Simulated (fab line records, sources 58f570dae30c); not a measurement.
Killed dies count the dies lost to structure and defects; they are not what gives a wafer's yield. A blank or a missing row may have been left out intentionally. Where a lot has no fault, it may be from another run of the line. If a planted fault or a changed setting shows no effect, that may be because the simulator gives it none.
Which tool did it?    flow berkeley cmos170    7 lots, 21 wafers sampled, at 3 steps of a route of 331

WHAT THE GAUGES SHOWED, per wafer
UCB170_V1_CD_MEAS_90: the cd target is 700 nm.
lot   measured      on         cd nm (nm)
L795  day 7 18:00   cd sem-02  702.6 704.1 703.3
L798  day 8 14:20   cd sem-01  701.2 701.1 707.1 701.5 701.0 706.8
L800  day 8 14:52   cd sem-02  699.1 699.1 698.5
L808  day 10 16:13  cd sem-02  702.2 700.4 700.1
L810  day 11 06:41  cd sem-02  699.8 700.3 699.5
L814  day 12 02:49  cd sem-02  700.5 700.5 701.3
L815  day 12 03:07  cd sem-01  697.5 695.9 698.5

TOOL THAT RAN EACH LOT (tool first, then ch and the chambers of the sampled wafers, then the start)
lot   UCB170_V1_ETCH_14                   UCB170_V1_STRIP_15
L795  rie diel-04 ch 2,3, day 7 17:43     plasma asher-04 ch 0,1, day 7 17:54
L798  rie diel-02 ch 0,1,2, day 8 14:04   plasma asher-03 ch 0,1, day 8 14:14
L800  rie diel-04 ch 0,1,3, day 8 14:32   plasma asher-02 ch 0,1, day 8 14:45
L808  rie diel-01 ch 0,1,2, day 10 15:56  plasma asher-02 ch 0,1, day 10 16:07
L810  rie diel-01 ch 0,3, day 11 06:23    plasma asher-03 ch 0,1, day 11 06:34
L814  rie diel-04 ch 1,2, day 12 02:31    plasma asher-03 ch 1, day 12 02:42
L815  rie diel-04 ch 0,2,3, day 12 02:48  plasma asher-02 ch 0,1, day 12 03:01
- UCB170_V1_ETCH_14: etches SiO2 in CHF3/CF4/Ar, stops on Al, target depth 1250 nm, time 291 s.
- UCB170_V1_STRIP_15: strips in O2.

THE ANSWER, worked out from the rows above alone
Rule: what is usual is taken from the lots themselves. Put in order of their means at a reading, lots are off if they are a third of the lots or fewer, leave a main group of 4 or more, and stand apart from it by a gap of 3 or more times the standard deviation of the main group's means; of several such gaps the widest counts. Not used: any main group whose means are identical at the precision the tables above print for the reading. A lot without any number at a reading at which 4 lots or more have one is off too. Where the step has rows for the other lots, those lots are counted as sound.
Nothing can be told from this: no lot is off at any reading shown.

WHAT THE SIMULATOR HAD PUT IN
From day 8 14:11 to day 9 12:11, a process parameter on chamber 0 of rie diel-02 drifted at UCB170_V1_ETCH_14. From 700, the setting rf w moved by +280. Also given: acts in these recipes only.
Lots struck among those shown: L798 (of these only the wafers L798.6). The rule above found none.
